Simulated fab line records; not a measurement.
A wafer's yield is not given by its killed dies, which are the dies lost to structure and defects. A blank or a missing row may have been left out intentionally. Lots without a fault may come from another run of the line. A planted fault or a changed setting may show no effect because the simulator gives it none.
8D (eight disciplines) problem report, filled in by code + flow berkeley-cmos170 + the parts of the form that need people (team, actions taken, sign-off) are left out

## 1. WHAT WENT WRONG
At UCB170_M1_ETCH_11, chamber-pressure-mTorr averages 23.994 mTorr over 6 wafers from 2 lots, while fault-free wafers read 30.002 mTorr, standard deviation 0.029. That is -99 or more standard deviations from the usual mean.
The step: etches BARC in N2/H2.
Earliest sighting: wafer L711.2 on rie-diel-03 at day 10 07:56. Wafers with a number at this step in the record: 42, from 14 lots. By rule, "out" or "out of limits" means more than 4 standard deviations away from the usual mean. The other wafers with a number count as sound.

## 2. WHAT IT IS, AND WHAT IT ISN'T
| question                    | is                     | is not                                                                                 |
|-----------------------------|------------------------|----------------------------------------------------------------------------------------|
| which readings at this step | chamber-pressure-mTorr | drypump-motor-current-A, throttle-valve-pct                                            |
| which lots                  | L711, L713             | L697, L700, L701, L704, L705, L706, L708, L710, L716, L717, L719, L720                 |
| which wafers of those lots  | all that have a number | -                                                                                      |
| read on which tools         | rie-diel-03            | rie-diel-02, rie-diel-04                                                               |
| when                        | from day 10 07:56      | up to then (24 sound wafers); but 12 sound wafers of L716, L717, L719, L720 came after |

## 3. THE SUSPECTS, EACH WITH WHAT RULES IT OUT
Counting: a tool stays on the suspect list if, at a process step up to the reading, it processed all lots that are out and no sound lot following the first of them.
- rie-diel-03 at UCB170_M1_ETCH_11 (etches BARC in N2/H2): kept. It ran every lot that is out, first L711 (day 10 07:56), and no sound lot after that; its last sound lot up to then is L708 (day 9 17:57). Out on those wafers are its own readings of chamber-pressure-mTorr.
Left after counting: rie-diel-03 at UCB170_M1_ETCH_11.

## 4. THE CAUSE (what the simulator had put in)
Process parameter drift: rie-diel-03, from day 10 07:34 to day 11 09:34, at UCB170_M1_ETCH_11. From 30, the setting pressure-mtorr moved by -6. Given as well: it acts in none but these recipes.
After counting, this tool was the only one left.

## 5. THE EFFECT CHAIN, in route order
One row per reading whose mean, taken over the struck wafers that have a number, lies over 3 standard deviations from the usual. Only readings for which the record gives a usual standard deviation are gone through. hours: the time from each lot's start at the first step in this table that gives one to its start at this step, as a median over the lots. sigmas: the change in usual standard deviations.
| hours | step              | reading                | usual        | on struck wafers | change | sigmas      |
|-------|-------------------|------------------------|--------------|------------------|--------|-------------|
| 0     | UCB170_M1_ETCH_11 | chamber-pressure-mTorr | 30.002 mTorr | 23.994           | -6.008 | -99 or more |
Here are the process steps it includes:
- UCB170_M1_ETCH_11: etches BARC in N2/H2.

## 6. WHAT WOULD HAVE CAUGHT IT SOONER
In this record the first reading out of limits was taken at day 10 07:56, 0 hours after the fault began at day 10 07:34.
